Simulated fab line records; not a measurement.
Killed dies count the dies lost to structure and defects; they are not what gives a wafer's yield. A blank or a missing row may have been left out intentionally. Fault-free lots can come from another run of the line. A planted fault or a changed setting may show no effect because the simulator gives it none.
fab line records	flow berkeley_cmos170	part 1 of 2: steps 1 to 31 of 41
record lots=5	wafers=15	last_day=12
route steps=331 shown CONTACT@236 M1@238 V1@254 M2@271
lots that met no fault: from a run of the same line without faults
start_h: start of the lot's first displayed wafer, in hours after the record's first day	wait_h: time in hours since the lot's previous step	" repeats the value in the row above	L1.1+2: several wafers, shown together as one row	- either no value or no given start	* or withheld: withheld	< > ~ a bound
route shown NAME@n: names a module that has steps shown in the file, with the first one's number in the route	usual: the fault-free wafers' mean and standard deviation	same: alike in all rows	chamber/n: place in a boat	sites: per-site readings	_std_site: standard deviation across them	_edge_site: inner sites' mean taken away from outer sites' mean	radius_mm: for every site, how far away it sits from the centre of the wafer	mask NAME#n: copy n	behind: the most recent tool/chamber to have shaped the wafer	hold: the reason the lot was held/the length of the hold in hours/how it ended	device: whichever transistor did not switch (one of n, p or np)	end of line: tests run on the same wafers once the route is complete	where a step has no rows: the recipe by itself	killed: the dies lost at the first sort to structure and to defects; this is not the yield of the wafer	map: dies across one wafer; x = killed, . = not, _ = none there
set.NAME: setting as actually run; set.NAME@STEP: the setting as run at that earlier step	model.NAME: the simulator's own value behind a step, which no gauge read
lots at selected steps of the route; one table per step, one row per wafer
services: a tool's chamber out of use, with start hour (start_h, from the record's first day; less than 0 if before it), hours out, and reason
## steps
# step UCB170_CONTACT_CD_MEAS_90
# recipe target_cd_nm=700
# usual cd_nm=700.3/1.4
lot.wafer	tool	chamber	start_h	wait_h	cd_nm
L083.1	cd_sem-02	-	205.62	0.1	701.3
L083.3	"	-	"	"	700.6
L083.6	"	-	"	"	700.6
L085.2	cd_sem-01	-	228.21	0.1	701.9
L085.3	"	-	"	"	701.6
L085.5	"	-	"	"	700.6
L088.1	cd_sem-01	-	229.93	0.1	701.2
L088.3	"	-	"	"	700.5
L088.5	"	-	"	"	701.2
L089.2	cd_sem-02	-	230.05	0.1	701.1
L089.4	"	-	"	"	699.6
L089.6	"	-	"	"	700.5
L094.1	cd_sem-01	-	264.00	0.1	700.6
L094.2	"	-	"	"	701.2
L094.5	"	-	"	"	701.6
# step UCB170_CONTACT_CLEAN_20
# recipe chemistry=SPM	temp_c=120	time_s=600
lot.wafer	tool	chamber	start_h	wait_h
L083.1+3+6	wet_bench-02	0	205.74	0.1
L085.2+3+5	wet_bench-02	0	228.31	0.1
L088.1+3+5	wet_bench-01	2	230.45	0.5
L089.2+4+6	wet_bench-01	2	230.45	0.4
L094.1+2+5	wet_bench-01	1	264.12	0.1
# step UCB170_M1_SPUTTER_00
# recipe material=Al	target_thk_nm=600	time_s=80	power_w=6000	chamber_pressure_pa=0.5
# usual throttle_valve_pct=29.7/1.6
lot.wafer	tool	chamber	start_h	wait_h	throttle_valve_pct
L083.1	pvd_sputter-03	-	205.91	0.0	29.5
L083.3	"	-	"	"	30.3
L083.6	"	-	"	"	30.2
L085.2	pvd_sputter-04	-	228.48	0.0	31.1
L085.3	"	-	"	"	30.3
L085.5	"	-	"	"	30.7
L088.1	pvd_sputter-03	-	230.62	0.0	30.7
L088.3	"	-	"	"	29.7
L088.5	"	-	"	"	27.7
L089.2	pvd_sputter-01	-	230.62	0.0	28.6
L089.4	"	-	"	"	30.7
L089.6	"	-	"	"	27.2
L094.1	pvd_sputter-04	-	264.31	0.0	31.0
L094.2	"	-	"	"	29.3
L094.5	"	-	"	"	29.1
# step UCB170_M1_RS_MEAS_01
# recipe thk_meas_gauge=four-point-probe	reads=Al_of_M1_SPUTTER_00
# usual M1_AL_RS=0.0484/0.00042
lot.wafer	tool	chamber	start_h	wait_h	M1_AL_RS[ohm/sq]
L083.1	film_metro-04	-	205.98	0.0	0.0489
L083.3	"	-	"	"	0.0483
L083.6	"	-	"	"	0.0482
L085.2	film_metro-03	-	228.56	0.1	0.0492
L085.3	"	-	"	"	0.0490
L085.5	"	-	"	"	0.0493
L088.1	film_metro-03	-	230.69	0.0	0.0488
L088.3	"	-	"	"	0.0486
L088.5	"	-	"	"	0.0485
L089.2	film_metro-04	-	230.71	0.1	0.0488
L089.4	"	-	"	"	0.0487
L089.6	"	-	"	"	0.0488
L094.1	film_metro-01	-	264.37	0.0	0.0486
L094.2	"	-	"	"	0.0483
L094.5	"	-	"	"	0.0485
# step UCB170_M1_THK_MEAS_02
# recipe thk_meas_gauge=xrf	reads=Al_of_M1_SPUTTER_00
# usual M1_AL_THK=607/6.9
lot.wafer	tool	chamber	start_h	wait_h	M1_AL_THK[nm]
L083.1	film_metro-04	-	206.10	0.1	600
L083.3	"	-	"	"	603
L083.6	"	-	"	"	605
L085.2	film_metro-03	-	228.67	0.1	593
L085.3	"	-	"	"	599
L085.5	"	-	"	"	594
L088.1	film_metro-03	-	230.81	0.1	595
L088.3	"	-	"	"	600
L088.5	"	-	"	"	603
L089.2	film_metro-04	-	230.82	0.1	599
L089.4	"	-	"	"	604
L089.6	"	-	"	"	601
L094.1	film_metro-01	-	264.49	0.1	612
L094.2	"	-	"	"	610
L094.5	"	-	"	"	613
# step UCB170_M1_COAT_03
# recipe resist=BARC	temp_c=withheld	time_s=withheld	spin_rpm=3000	resist_thk_nm=withheld
lot.wafer	tool	chamber	start_h	wait_h
L083.1+3+6	litho_track-01	0	206.16	0.1
L085.2+3+5	litho_track-01	0	228.91	0.2
L088.1+3+5	litho_track-01	0	230.87	0.1
L089.2+4+6	litho_track-02	0	230.98	0.1
L094.1+2+5	litho_track-01	0	265.28	0.8
# step UCB170_M1_COAT_04
# recipe resist=KrF	spin_rpm=1500	resist_thk_nm=900
lot.wafer	tool	chamber	start_h	wait_h
L083.1+3+6	litho_track-01	0	-	-
L085.2+3+5	litho_track-01	0	-	-
L088.1+3+5	litho_track-01	0	-	-
L089.2+4+6	litho_track-02	0	-	-
L094.1+2+5	litho_track-01	0	-	-
# step UCB170_M1_SOFTBAKE_05
# recipe resist=KrF	temp_c=130	time_s=60
lot.wafer	tool	chamber	start_h	wait_h
L083.1+3+6	litho_track-01	0	-	-
L085.2+3+5	litho_track-01	0	-	-
L088.1+3+5	litho_track-01	0	-	-
L089.2+4+6	litho_track-02	0	-	-
L094.1+2+5	litho_track-01	0	-	-
# step UCB170_M1_EXPOSE_06
# recipe mask_id=METAL1	target_cd_nm=700	na=0.5	sigma_outer=0.6	source_shape=conventional	dose_mj=21
# usual exposure_dose_mJ_cm2=20.993/0.024
lot.wafer	tool	chamber	start_h	wait_h	mask	exposure_dose_mJ_cm2
L083.1	krf_scanner-02	0	206.73	-	METAL1#0	20.955
L083.3	"	0	"	"	METAL1#0	20.987
L083.6	"	0	"	"	METAL1#0	20.994
L085.2	krf_scanner-02	0	229.36	-	METAL1#0	21.028
L085.3	"	0	"	"	METAL1#0	20.975
L085.5	"	0	"	"	METAL1#0	21.011
L088.1	krf_scanner-02	0	231.32	-	METAL1#0	20.995
L088.3	"	0	"	"	METAL1#0	20.996
L088.5	"	0	"	"	METAL1#0	21.021
L089.2	krf_scanner-01	0	231.58	-	METAL1#0	20.986
L089.4	"	0	"	"	METAL1#0	20.985
L089.6	"	0	"	"	METAL1#0	20.982
L094.1	krf_scanner-01	0	265.86	-	METAL1#0	21.003
L094.2	"	0	"	"	METAL1#0	20.998
L094.5	"	0	"	"	METAL1#0	21.004
# step UCB170_M1_PEB_07
# recipe peb_temp_c=130	peb_time_s=withheld	resist=KrF
lot.wafer	tool	chamber	start_h	wait_h
L083.1+3+6	litho_track-03	0	206.85	0.1
L085.2+3+5	litho_track-02	0	229.59	0.2
L088.1+3+5	litho_track-02	0	231.43	0.1
L089.2+4+6	litho_track-01	0	231.79	0.2
L094.1+2+5	litho_track-03	0	266.28	0.4
# step UCB170_M1_DEVELOP_08
# recipe developer=TMAH	develop_time_s=45	resist=KrF	dev_temp_c=21
lot.wafer	tool	chamber	start_h	wait_h
L083.1+3+6	litho_track-03	0	-	-
L085.2+3+5	litho_track-02	0	-	-
L088.1+3+5	litho_track-02	0	-	-
L089.2+4+6	litho_track-01	0	-	-
L094.1+2+5	litho_track-03	0	-	-
# step UCB170_M1_CD_MEAS_09
# recipe target_cd_nm=700
# usual cd_nm=700.0/1.5
lot.wafer	tool	chamber	start_h	wait_h	cd_nm
L083.1	cd_sem-01	-	207.12	-	697.7
L083.3	"	-	"	"	697.5
L083.6	"	-	"	"	699.3
L085.2	cd_sem-02	-	229.86	-	701.3
L085.3	"	-	"	"	701.3
L085.5	"	-	"	"	701.4
L088.1	cd_sem-01	-	231.71	-	702.6
L088.3	"	-	"	"	702.3
L088.5	"	-	"	"	702.6
L089.2	cd_sem-01	-	232.06	-	701.6
L089.4	"	-	"	"	700.5
L089.6	"	-	"	"	701.2
L094.1	cd_sem-02	-	266.56	-	698.2
L094.2	"	-	"	"	699.4
L094.5	"	-	"	"	699.3
# step UCB170_M1_OVL_MEAS_10
# usual M1_OVL=1/5.9
lot.wafer	tool	chamber	start_h	wait_h	M1_OVL[nm]
L083.1	overlay-02	-	207.24	0.1	-1
L083.3	"	-	"	"	5
L083.6	"	-	"	"	3
L085.2	overlay-01	-	229.97	0.1	1
L085.3	"	-	"	"	-2
L085.5	"	-	"	"	-6
L088.1	overlay-01	-	231.83	0.1	4
L088.3	"	-	"	"	1
L088.5	"	-	"	"	5
L089.2	overlay-02	-	232.17	0.1	-3
L089.4	"	-	"	"	6
L089.6	"	-	"	"	8
L094.1	overlay-02	-	266.68	0.1	-6
L094.2	"	-	"	"	6
L094.5	"	-	"	"	9
# step UCB170_M1_ETCH_11
# recipe chemistry=N2/H2	target_depth_a=withheld	overetch_a=withheld	target=BARC	time_s=withheld	source_w=500	bias_w=100	pressure_mtorr=30	n2_flow_sccm=100	h2_flow_sccm=200
# usual drypump_motor_current_A=5.4/0.46	oes_product_au=1.005/0.017	throttle_valve_pct=13.27/0.12
lot.wafer	tool	chamber	start_h	wait_h	drypump_motor_current_A	oes_product_au	throttle_valve_pct
L083.1	rie_diel-02	0	207.28	0.0	4.8	0.984	13.35
L083.3	"	3	"	"	5.9	1.011	13.21
L083.6	"	2	"	"	6.0	0.990	13.16
L085.2	rie_diel-03	3	230.00	0.0	5.7	0.992	13.07
L085.3	"	0	"	"	5.3	1.041	13.43
L085.5	"	3	"	"	5.7	1.000	13.09
L088.1	rie_diel-02	1	231.86	0.0	5.8	0.991	13.28
L088.3	"	2	"	"	6.0	0.982	13.16
L088.5	"	3	"	"	5.8	1.014	13.20
L089.2	rie_diel-03	2	232.20	0.0	4.6	1.010	13.26
L089.4	"	1	"	"	5.1	0.998	13.31
L089.6	"	3	"	"	5.7	1.004	13.09
L094.1	rie_diel-03	2	266.71	0.0	4.7	1.018	13.26
L094.2	"	1	"	"	5.1	0.999	13.31
L094.5	"	1	"	"	5.1	1.000	13.31
# step UCB170_M1_METAL_ETCH_12
# recipe chemistry=Cl2/BCl3	target=Al	stop_on=PSG	pressure_mtorr=12	target_depth_a=7800	over_etch_frac=0.3	time_s=130	icp_w=600	bias_w=120	Cl2_flow_sccm=90	bcl3_flow_sccm=45
# usual drypump_motor_current_A=5.8/0.71	oes_product_au=0.853/0.0078	throttle_valve_pct=24.44/0.18
# same over_etch_frac=0.3
lot.wafer	tool	chamber	start_h	wait_h	drypump_motor_current_A	oes_product_au	rf_hours_counter_h	throttle_valve_pct
L083.1	rie_metal-03	0	207.32	-	4.7	0.857	5.9	24.69
L083.3	"	1	"	"	6.5	0.850	-	24.47
L083.6	"	0	"	"	4.7	0.862	-	24.68
L085.2	rie_metal-04	1	230.04	-	5.3	0.852	4.2	24.22
L085.3	"	1	"	"	5.3	0.855	-	24.21
L085.5	"	0	"	"	6.6	0.831	-	24.59
L088.1	rie_metal-02	1	231.90	-	5.8	0.843	5.4	24.27
L088.3	"	1	"	"	5.8	0.847	-	24.25
L088.5	"	0	"	"	6.0	0.858	-	24.25
L089.2	rie_metal-03	0	232.24	-	4.7	0.856	6.4	24.70
L089.4	"	0	"	"	4.7	0.852	-	24.68
L089.6	"	0	"	"	4.7	0.849	-	24.69
L094.1	rie_metal-04	0	266.76	-	6.5	0.847	4.0	24.60
L094.2	"	1	"	"	5.4	0.865	5.2	24.21
L094.5	"	1	"	"	5.4	0.855	-	24.20
# step UCB170_M1_STRIP_13
# recipe chemistry=O2	power_w=400	pressure_mtorr=3500	platen_temp_c=withheld	o2_flow_sccm=400	overash_fraction=0.5
# usual drypump_motor_current_A=5.6/0.53	oes_product_au=0.720/0.0048
lot.wafer	tool	chamber	start_h	wait_h	drypump_motor_current_A	oes_product_au	rf_hours_counter_h
L083.1	plasma_asher-02	0	207.45	0.1	5.1	0.723	50
L083.3	"	0	"	"	5.1	0.728	-
L083.6	"	0	"	"	5.1	0.720	-
L085.2	plasma_asher-02	0	230.17	0.1	5.1	0.720	53
L085.3	"	1	"	"	5.8	0.721	-
L085.5	"	1	"	"	5.9	0.728	-
L088.1	plasma_asher-02	1	232.04	0.1	5.8	0.726	53
L088.3	"	1	"	"	5.8	0.722	-
L088.5	"	1	"	"	5.8	0.730	-
L089.2	plasma_asher-04	1	232.37	0.1	6.0	0.723	14
L089.4	"	1	"	"	6.0	0.719	-
L089.6	"	0	"	"	6.7	0.731	-
L094.1	plasma_asher-02	0	266.89	0.1	5.1	0.718	57
L094.2	"	1	"	"	5.8	0.725	57
L094.5	"	1	"	"	5.9	0.717	-
# step UCB170_M1_CD_MEAS_90
# recipe target_cd_nm=700
# usual cd_nm=698.9/2.2
lot.wafer	tool	chamber	start_h	wait_h	cd_nm
L083.1	cd_sem-01	-	207.55	0.1	693.8
L083.3	"	-	"	"	695.6
L083.6	"	-	"	"	696.8
L085.2	cd_sem-02	-	230.29	0.1	698.8
L085.3	"	-	"	"	700.8
L085.5	"	-	"	"	700.2
L088.1	cd_sem-01	-	232.16	0.1	704.1
L088.3	"	-	"	"	702.4
L088.5	"	-	"	"	702.8
L089.2	cd_sem-01	-	232.49	0.1	699.9
L089.4	"	-	"	"	697.3
L089.6	"	-	"	"	699.7
L094.1	cd_sem-02	-	266.99	0.1	696.7
L094.2	"	-	"	"	699.3
L094.5	"	-	"	"	700.4
# step UCB170_M1_ANNEAL_14
# recipe temp_c=400	time_s=1200	ambient=forming_gas
# usual spike_tc_centre_C=402.9/0.95	spike_tc_load_C=418.2/1
lot.wafer	tool	chamber	start_h	wait_h	spike_tc_centre_C	spike_tc_load_C
L083.1	furnace-03	0	207.67	0.1	403.3	417.1
L083.3	"	0	"	"	401.9	417.0
L083.6	"	0	"	"	402.2	417.9
L085.2	furnace-03	0	231.51	1.2	402.1	418.7
L085.3	"	0	"	"	402.0	419.4
L085.5	"	0	"	"	404.0	417.9
L088.1	furnace-03	0	232.84	0.7	403.4	419.6
L088.3	"	0	"	"	403.2	417.9
L088.5	"	0	"	"	404.5	418.9
L089.2	furnace-03	0	232.84	0.3	403.8	417.7
L089.4	"	0	"	"	401.5	418.6
L089.6	"	0	"	"	404.7	419.6
L094.1	furnace-03	0	267.11	0.1	401.7	418.3
L094.2	"	0	"	"	403.4	418.0
L094.5	"	0	"	"	403.2	419.4
# step UCB170_V1_CVD_00
# recipe material=SiO2	target_thk_nm=2000	temp_c=390	precursor=TEOS/O2	time_s=250	rf_w=550	pressure_mtorr=9000
# usual heater_power_w=263/64
lot.wafer	tool	chamber	start_h	wait_h	heater_power_w
L083.1	pecvd-02	2	209.01	0.0	187
L083.3	"	0	"	"	274
L083.6	"	2	"	"	257
L085.2	pecvd-02	1	232.84	0.0	392
L085.3	"	2	"	"	263
L085.5	"	2	"	"	176
L088.1	pecvd-03	2	234.17	0.0	162
L088.3	"	1	"	"	313
L088.5	"	1	"	"	244
L089.2	pecvd-01	2	234.17	0.0	266
L089.4	"	2	"	"	333
L089.6	"	0	"	"	271
L094.1	pecvd-03	0	268.44	0.0	292
L094.2	"	2	"	"	183
L094.5	"	0	"	"	374
# step UCB170_V1_THK_MEAS_01
# recipe reads=SiO2_of_V1_CVD_00
# usual V1_TEOS_THK=2001/24
lot.wafer	tool	chamber	start_h	wait_h	V1_TEOS_THK[nm]
L083.1	film_metro-03	-	209.16	0.1	1960
L083.3	"	-	"	"	1962
L083.6	"	-	"	"	2020
L085.2	film_metro-04	-	233.01	0.1	1965
L085.3	"	-	"	"	1972
L085.5	"	-	"	"	2020
L088.1	film_metro-02	-	234.33	0.1	1997
L088.3	"	-	"	"	1968
L088.5	"	-	"	"	2018
L089.2	film_metro-04	-	234.34	0.1	2015
L089.4	"	-	"	"	2046
L089.6	"	-	"	"	2043
L094.1	film_metro-02	-	268.60	0.1	1996
L094.2	"	-	"	"	2044
L094.5	"	-	"	"	2031
# step UCB170_V1_CMP_02
# recipe material=SiO2	down_force_psi=6	platen_rpm=60	pad_velocity_m_s=0.75398
# usual motor_current_A=16.3/2
lot.wafer	tool	chamber	start_h	wait_h	motor_current_A
L083.1	cmp-02	2	209.22	0.1	18.4
L083.3	"	0	"	"	13.8
L083.6	"	2	"	"	18.1
L085.3	cmp-02	1	236.07	3.0	14.7
L085.2	"	2	"	"	17.6
L085.5	"	0	"	"	13.3
L089.2	cmp-01	2	236.42	2.1	19.1
L089.4	"	3	"	"	17.9
L089.6	"	2	"	"	18.0
L088.1	cmp-02	2	236.42	2.1	18.3
L088.3	"	3	"	"	16.0
L088.5	"	0	"	"	13.1
L094.1	cmp-02	3	268.66	0.1	15.5
L094.2	"	0	"	"	13.4
L094.5	"	0	"	"	13.6
# step UCB170_V1_BOW_MEAS_03
# recipe mode=bow
# usual V1_BOW=18/7.4
lot.wafer	tool	chamber	start_h	wait_h	V1_BOW[um]
L083.1	film_metro-04	-	209.52	0.2	32
L083.3	"	-	"	"	28
L083.6	"	-	"	"	21
L085.2	film_metro-02	-	236.34	0.2	20
L085.3	"	-	"	"	22
L085.5	"	-	"	"	10
L088.1	film_metro-03	-	236.62	0.1	12
L088.3	"	-	"	"	15
L088.5	"	-	"	"	13
L089.2	film_metro-04	-	236.74	0.3	36
L089.4	"	-	"	"	23
L089.6	"	-	"	"	12
L094.1	film_metro-03	-	268.96	0.2	20
L094.2	"	-	"	"	18
L094.5	"	-	"	"	12
# step UCB170_V1_THK_MEAS_04
# recipe reads=SiO2_of_V1_CVD_00
# usual V1_POLISHED_THK=1000.1/1
lot.wafer	tool	chamber	start_h	wait_h	V1_POLISHED_THK[nm]
L083.1	film_metro-04	-	209.64	0.1	999.7
L083.3	"	-	"	"	999.3
L083.6	"	-	"	"	999.8
L085.2	film_metro-02	-	236.45	0.1	1001.1
L085.3	"	-	"	"	1001.5
L085.5	"	-	"	"	1000.4
L088.1	film_metro-03	-	236.74	0.1	1001.6
L088.3	"	-	"	"	1001.0
L088.5	"	-	"	"	1000.3
L089.2	film_metro-04	-	236.85	0.1	1001.5
L089.4	"	-	"	"	1001.2
L089.6	"	-	"	"	1001.7
L094.1	film_metro-03	-	269.08	0.1	999.1
L094.2	"	-	"	"	1000.9
L094.5	"	-	"	"	999.9
# step UCB170_V1_CLEAN_05
# recipe chemistry=DIW
lot.wafer	tool	chamber	start_h	wait_h
L083.1+3+6	wet_bench-03	2	209.89	0.2
L085.2+3+5	wet_bench-04	1	236.50	0.0
L088.1+3+5	wet_bench-02	2	236.80	0.1
L089.2+4+6	wet_bench-04	3	236.90	0.0
L094.1+2+5	wet_bench-04	0	269.55	0.5
# step UCB170_V1_HMDS_06
# recipe prime_time_s=60	prime_temp_c=100
lot.wafer	tool	chamber	start_h	wait_h
L083.1+3+6	litho_track-03	0	210.47	0.4
L085.2+3+5	litho_track-04	0	236.83	0.1
L088.1+3+5	litho_track-02	0	236.98	0.0
L089.2+4+6	litho_track-04	0	237.28	0.2
L094.1+2+5	litho_track-02	0	269.87	0.1
# step UCB170_V1_COAT_07
# recipe resist=KrF	spin_rpm=1500	resist_thk_nm=900
lot.wafer	tool	chamber	start_h	wait_h
L083.1+3+6	litho_track-03	0	210.62	0.1
L085.2+3+5	litho_track-04	0	236.98	0.1
L088.1+3+5	litho_track-02	0	237.13	0.1
L089.2+4+6	litho_track-04	0	237.43	0.1
L094.1+2+5	litho_track-02	0	270.02	0.1
# step UCB170_V1_SOFTBAKE_08
# recipe resist=KrF	temp_c=130	time_s=60
lot.wafer	tool	chamber	start_h	wait_h
L083.1+3+6	litho_track-03	0	210.77	0.1
L085.2+3+5	litho_track-04	0	237.13	0.1
L088.1+3+5	litho_track-02	0	237.28	0.1
L089.2+4+6	litho_track-04	0	237.58	0.1
L094.1+2+5	litho_track-02	0	270.17	0.1
# step UCB170_V1_EXPOSE_09
# recipe mask_id=VIA1	target_cd_nm=700	na=0.5	sigma_outer=0.6	source_shape=conventional	dose_mj=37
# usual exposure_dose_mJ_cm2=36.99/0.041
lot.wafer	tool	chamber	start_h	wait_h	mask	exposure_dose_mJ_cm2
L083.1	krf_scanner-02	0	210.92	0.1	VIA1#0	37.05
L083.3	"	0	"	"	VIA1#0	36.97
L083.6	"	0	"	"	VIA1#0	37.06
L085.2	krf_scanner-02	0	237.27	0.1	VIA1#0	36.98
L085.3	"	0	"	"	VIA1#0	36.99
L085.5	"	0	"	"	VIA1#0	36.97
L088.1	krf_scanner-01	0	237.55	0.2	VIA1#0	37.04
L088.3	"	0	"	"	VIA1#0	37.07
L088.5	"	0	"	"	VIA1#0	37.03
L089.2	krf_scanner-02	0	237.85	0.2	VIA1#0	37.05
L089.4	"	0	"	"	VIA1#0	37.04
L089.6	"	0	"	"	VIA1#0	37.00
L094.1	krf_scanner-01	0	270.35	0.2	VIA1#0	36.99
L094.2	"	0	"	"	VIA1#0	36.99
L094.5	"	0	"	"	VIA1#0	36.91
# step UCB170_V1_PEB_10
# recipe peb_temp_c=130	peb_time_s=withheld	resist=KrF
lot.wafer	tool	chamber	start_h	wait_h
L083.1+3+6	litho_track-03	0	211.37	0.4
L085.2+3+5	litho_track-02	0	237.45	0.2
L088.1+3+5	litho_track-02	0	237.98	0.4
L089.2+4+6	litho_track-04	0	238.18	0.3
L094.1+2+5	litho_track-04	0	270.47	0.1
# step UCB170_V1_DEVELOP_11
# recipe developer=TMAH	develop_time_s=45	resist=KrF	dev_temp_c=21
lot.wafer	tool	chamber	start_h	wait_h
L083.1+3+6	litho_track-03	0	-	-
L085.2+3+5	litho_track-02	0	-	-
L088.1+3+5	litho_track-02	0	-	-
L089.2+4+6	litho_track-04	0	-	-
L094.1+2+5	litho_track-04	0	-	-
# step UCB170_V1_CD_MEAS_12
# recipe target_cd_nm=700
# usual cd_nm=699.9/1.4
lot.wafer	tool	chamber	start_h	wait_h	cd_nm
L083.1	cd_sem-01	-	211.65	-	698.9
L083.3	"	-	"	"	697.4
L083.6	"	-	"	"	695.9
L085.2	cd_sem-02	-	237.72	-	700.4
L085.3	"	-	"	"	700.2
L085.5	"	-	"	"	700.5
L088.1	cd_sem-02	-	238.25	-	700.1
L088.3	"	-	"	"	701.8
L088.5	"	-	"	"	698.8
L089.2	cd_sem-01	-	238.45	-	698.0
L089.4	"	-	"	"	698.8
L089.6	"	-	"	"	697.6
L094.1	cd_sem-01	-	270.74	-	701.2
L094.2	"	-	"	"	700.6
L094.5	"	-	"	"	701.3
